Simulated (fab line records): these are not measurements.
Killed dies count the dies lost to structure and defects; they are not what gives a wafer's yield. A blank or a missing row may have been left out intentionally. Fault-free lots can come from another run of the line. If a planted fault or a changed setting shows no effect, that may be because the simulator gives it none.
Split-lot experiment ; flow rit_cmos ; on a route of 202 steps: 5 lots, 23 wafers read

ABOUT THE SPLIT
At RIT_GATE_CVD_08 (deposits poly-Si from SiH4, target thk 250 nm, time 2220 s), the setting time_s was moved away from the recipe's 2220 s on 20 of the 23 wafers read, by +5.9% to +14.1%. The other wafers ran this setting at the recipe's value.

Between the split and the reading, the file records no step.

THE READING
GATE_POLY_THK in nanometres, read at RIT_GATE_THK_MEAS_09. Typical for fault-free wafers on this fab line: 249.9 nm, with standard deviation 2.3 nm.

wafer;tool, chamber at the split;time_s as run, s;against the recipe;GATE_POLY_THK, nm;against lot-mates on the recipe
L075.1;-, -;2352;+5.9%;265.9;no lot-mate on the recipe
L075.2;-, -;2352;+5.9%;265.5;no lot-mate on the recipe
L075.3;-, -;2352;+5.9%;267.2;no lot-mate on the recipe
L075.4;-, -;2352;+5.9%;268.4;no lot-mate on the recipe
L075.5;-, -;2352;+5.9%;265.4;no lot-mate on the recipe
L076.1;-, -;2421;+9.1%;272.8;no lot-mate on the recipe
L076.2;-, -;2421;+9.1%;270.7;no lot-mate on the recipe
L076.3;-, -;2421;+9.1%;273.6;no lot-mate on the recipe
L076.5;-, -;2421;+9.1%;270.6;no lot-mate on the recipe
L076.6;-, -;2421;+9.1%;271.8;no lot-mate on the recipe
L077.1;lpcvd-01, 0;2220;recipe;251.6;-
L077.2;lpcvd-01, 0;2220;recipe;251.4;-
L077.5;lpcvd-01, 0;2220;recipe;251.1;-
L078.1;-, -;2534;+14.1%;280.5;no lot-mate on the recipe
L078.3;-, -;2534;+14.1%;280.7;no lot-mate on the recipe
L078.4;-, -;2534;+14.1%;282.0;no lot-mate on the recipe
L078.5;-, -;2534;+14.1%;281.1;no lot-mate on the recipe
L078.6;-, -;2534;+14.1%;283.2;no lot-mate on the recipe
L082.1;-, -;2465;+11.0%;277.4;no lot-mate on the recipe
L082.2;-, -;2465;+11.0%;279.0;no lot-mate on the recipe
L082.3;-, -;2465;+11.0%;277.0;no lot-mate on the recipe
L082.4;-, -;2465;+11.0%;277.3;no lot-mate on the recipe
L082.6;-, -;2465;+11.0%;278.1;no lot-mate on the recipe

FIT RESULTS
A straight line over all 23 wafers: GATE_POLY_THK changes by +2.13 nm for each +1% of time_s; r = +0.99; the points scatter about the line by 1.6 nm.
Too few moved wafers with a lot-mate on the recipe to fit a line net of each lot's own level.

THE WHOLE CHAIN: every reading that the file lists as answering this split, in the file's order
step;what it does;reading;change (the file's fit);r (the file's)
RIT_GATE_CVD_08;deposits poly-Si from SiH4, target thk 250 nm, time 2220 s;poly-Si_of_GATE_CVD_08.thk_nm (the simulator's own value, which no gauge read);+2.13 nm for each +1% of the setting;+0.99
RIT_GATE_THK_MEAS_09;;GATE_POLY_THK;+2.13 for each +1% of the setting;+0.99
RIT_GATE_ETCH_19;etches poly-Si in SF6/CHF3/O2, stops on SiO2, time 165 s, target depth 312.5 nm;etch.depth_nm (the simulator's own value, which no gauge read);+2.14 nm for each +1% of the setting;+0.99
RIT_GATE_ETCH_19;etches poly-Si in SF6/CHF3/O2, stops on SiO2, time 165 s, target depth 312.5 nm;GATE.feature_depth_nm (the simulator's own value, which no gauge read);+2.13 nm for each +1% of the setting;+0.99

FILE'S OWN FIT
GATE_POLY_THK changes by +2.13 nm for each +1% of time_s, r = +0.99.
